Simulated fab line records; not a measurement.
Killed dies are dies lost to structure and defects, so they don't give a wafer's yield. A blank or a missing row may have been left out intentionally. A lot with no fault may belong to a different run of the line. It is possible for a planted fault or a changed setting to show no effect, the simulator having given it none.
The tool behind it: which one? :: flow berkeleyCmos170 :: 7 lots, 21 wafers sampled, at 2 steps of a route of 331

== WHAT THE GAUGES READ, wafer by wafer ==
UCB170_ACTIVE_THK_MEAS_06.
lot: L321
measured: day 4 08:59
on: filmMetro-04
ACTIVE_NITRIDE_THK (nm): 219.3 218.4 219.5

lot: L323
measured: day 4 16:43
on: filmMetro-03
ACTIVE_NITRIDE_THK (nm): 218.8 221.7 221.7

lot: L325
measured: day 5 11:28
on: filmMetro-04
ACTIVE_NITRIDE_THK (nm): 217.9 217.7 219.0

lot: L328
measured: day 5 14:46
on: filmMetro-02
ACTIVE_NITRIDE_THK (nm): 217.8 220.7 220.9

lot: L331
measured: day 6 10:34
on: filmMetro-03
ACTIVE_NITRIDE_THK (nm): 217.2 217.0 216.6

lot: L335
measured: day 7 05:59
on: filmMetro-02
ACTIVE_NITRIDE_THK (nm): 218.9 219.1 219.2

lot: L342
measured: day 8 18:44
on: filmMetro-02
ACTIVE_NITRIDE_THK (nm): 186.5 185.9 185.4 186.5 185.7 185.4

== EACH LOT AND THE TOOL THAT RAN IT (in order: tool; ch and the chambers of the sampled wafers; start) ==
lot: L321
UCB170_ACTIVE_CVD_05: lpcvd-01 ch 1, day 4 07:04

lot: L323
UCB170_ACTIVE_CVD_05: lpcvd-01 ch 1, day 4 14:48

lot: L325
UCB170_ACTIVE_CVD_05: lpcvd-01 ch 1, day 5 09:32

lot: L328
UCB170_ACTIVE_CVD_05: lpcvd-01 ch 0, day 5 12:52

lot: L331
UCB170_ACTIVE_CVD_05: lpcvd-01 ch 1, day 6 08:38

lot: L335
UCB170_ACTIVE_CVD_05: lpcvd-02 ch 1, day 7 03:06

lot: L342
UCB170_ACTIVE_CVD_05: lpcvd-02 ch 0, day 8 15:52
- UCB170_ACTIVE_CVD_05: deposits Si3N4 from SiH2Cl2/NH3, target thk 220 nm, time 3300 s.

== THE ANSWER, worked out from the rows above alone ==
Rule: the lots themselves supply what counts as usual. Put in order of their means at a reading, lots are off if they are a third of the lots or fewer, leave a main group of 4 or more, and stand apart from it by a gap of 3 or more times the standard deviation of the main group's means; of several such gaps the widest counts. The tables above print the reading to a certain number of digits; a main group whose means all agree to those digits is not used. Also off: a lot with no number at a reading for which 4 or more lots have one. Any other lot the step has rows for is counted as sound.
Off: at UCB170_ACTIVE_THK_MEAS_06 (ACTIVE_NITRIDE_THK), L342. Main group: mean 219.0 nm, sd 1.2.
A tool fits if, at a process step before that reading, it ran every lot that is off, and no sound lot after the first of them. Gauges at UCB170_ACTIVE_THK_MEAS_06: tried the same way as those tools. Undecided on this evidence; 2 tools fit (lpcvd-02 at UCB170_ACTIVE_CVD_05, filmMetro-02 at UCB170_ACTIVE_THK_MEAS_06).

== WHAT THE SIMULATOR PUT IN ==
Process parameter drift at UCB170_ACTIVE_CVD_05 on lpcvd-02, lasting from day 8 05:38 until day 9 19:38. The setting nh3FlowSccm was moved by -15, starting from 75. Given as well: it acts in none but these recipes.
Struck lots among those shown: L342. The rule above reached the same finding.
